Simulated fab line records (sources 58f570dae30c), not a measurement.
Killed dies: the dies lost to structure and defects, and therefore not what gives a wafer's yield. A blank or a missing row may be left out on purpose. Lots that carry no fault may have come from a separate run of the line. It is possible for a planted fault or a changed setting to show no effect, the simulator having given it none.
Which tool was responsible? || flow berkeleyCmos170 || 14 lots, 42 wafers sampled, at 1 step of a route of 331

== WHAT THE GAUGES READ, wafer by wafer ==
No reading from a measuring or inspecting step in the record can be judged against a usual standard deviation.

== WHICH TOOL RAN EACH LOT (tool, then ch and the chambers of the sampled wafers, then the start) ==
{"lot": "L703", "UCB170_V1_DEVELOP_11": "lithoTrack-04 ch 0, day 8 03:00"}
{"lot": "L704", "UCB170_V1_DEVELOP_11": "lithoTrack-01 ch 0, day 8 16:00"}
{"lot": "L707", "UCB170_V1_DEVELOP_11": "lithoTrack-01 ch 0, day 9 07:00"}
{"lot": "L706", "UCB170_V1_DEVELOP_11": "lithoTrack-04 ch 0, day 9 14:00"}
{"lot": "L710", "UCB170_V1_DEVELOP_11": "lithoTrack-01 ch 0, day 9 22:00"}
{"lot": "L709", "UCB170_V1_DEVELOP_11": "lithoTrack-01 ch 0, day 9 22:00"}
{"lot": "L711", "UCB170_V1_DEVELOP_11": "lithoTrack-02 ch 0, day 9 23:00"}
{"lot": "L716", "UCB170_V1_DEVELOP_11": "lithoTrack-01 ch 0, day 11 04:00"}
{"lot": "L714", "UCB170_V1_DEVELOP_11": "lithoTrack-02 ch 0, day 11 05:00"}
{"lot": "L718", "UCB170_V1_DEVELOP_11": "lithoTrack-02 ch 0, day 11 18:00"}
{"lot": "L721", "UCB170_V1_DEVELOP_11": "lithoTrack-02 ch 0, day 12 08:00"}
{"lot": "L723", "UCB170_V1_DEVELOP_11": "lithoTrack-04 ch 0, day 12 20:00"}
{"lot": "L724", "UCB170_V1_DEVELOP_11": "lithoTrack-04 ch 0, day 13 02:00"}
{"lot": "L726", "UCB170_V1_DEVELOP_11": "lithoTrack-04 ch 0, day 13 16:00"}
- UCB170_V1_DEVELOP_11: develop time 45 s.

== WHAT THE TOOLS THEMSELVES READ (means of the sampled wafers that have a number; where no wafer has one, the mark that the record gives instead) ==
UCB170_V1_DEVELOP_11.
{"lot": "L703", "tool": "lithoTrack-04", "developerTempC (C)": 21.01}
{"lot": "L704", "tool": "lithoTrack-01", "developerTempC (C)": 21.06}
{"lot": "L707", "tool": "lithoTrack-01", "developerTempC (C)": 20.92}
{"lot": "L706", "tool": "lithoTrack-04", "developerTempC (C)": 21.01}
{"lot": "L710", "tool": "lithoTrack-01", "developerTempC (C)": 21.09}
{"lot": "L709", "tool": "lithoTrack-01", "developerTempC (C)": 21.00}
{"lot": "L711", "tool": "lithoTrack-02", "developerTempC (C)": 20.78}
{"lot": "L716", "tool": "lithoTrack-01", "developerTempC (C)": 21.00}
{"lot": "L714", "tool": "lithoTrack-02", "developerTempC (C)": 21.14}
{"lot": "L718", "tool": "lithoTrack-02", "developerTempC (C)": 20.24}
{"lot": "L721", "tool": "lithoTrack-02", "developerTempC (C)": 20.16}
{"lot": "L723", "tool": "lithoTrack-04", "developerTempC (C)": 21.04}
{"lot": "L724", "tool": "lithoTrack-04", "developerTempC (C)": 20.97}
{"lot": "L726", "tool": "lithoTrack-04", "developerTempC (C)": 20.95}

== THE ANSWER, worked out from the rows above alone ==
Rule: the usual values come from the lots themselves. The widest of any qualifying gaps counts: lots, ordered by their means at a reading, are off when they make up no more than a third of the lots, leave a main group of 4 or more, and stand apart from it by 3 or more times the standard deviation of that group's means. Not used: any main group whose means are identical at the precision the tables above print for the reading. Also off: a lot with no number at a reading for which 4 or more lots have one. The other lots that the step has rows for count as sound. After the gauges, taken in route order, come the tools' own readings; for these a lot's mean is taken, as printed above. The first step at which some lot is off is used, and at that step the reading that is off furthest; a lot without a number counts as furthest.
Off at UCB170_V1_DEVELOP_11 (developerTempC): L718, L721. For the main group the mean is 21.00 C and the standard deviation 0.087.
If a tool, at that step or one of the process steps before it, ran each lot that is off and ran no sound lot following the first of them, it fits. One candidate fits, namely lithoTrack-02 at UCB170_V1_DEVELOP_11. A fault onset in the window from L714 (day 11 05:00, its last sound lot) to L718 (day 11 18:00, its first lot off) fits.
The tool's own readings at UCB170_V1_DEVELOP_11 bear it out: on the lots that are off they differ by more than 5 times the standard deviation of the sound lots' means. developerTempC reads 20.20 C there against 21.00 C on the sound lots.

== WHAT WAS PUT IN BY THE SIMULATOR ==
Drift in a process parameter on lithoTrack-02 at UCB170_V1_DEVELOP_11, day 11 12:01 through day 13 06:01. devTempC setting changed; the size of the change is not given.
Struck lots among those shown: L718, L721. The rule above found the same.
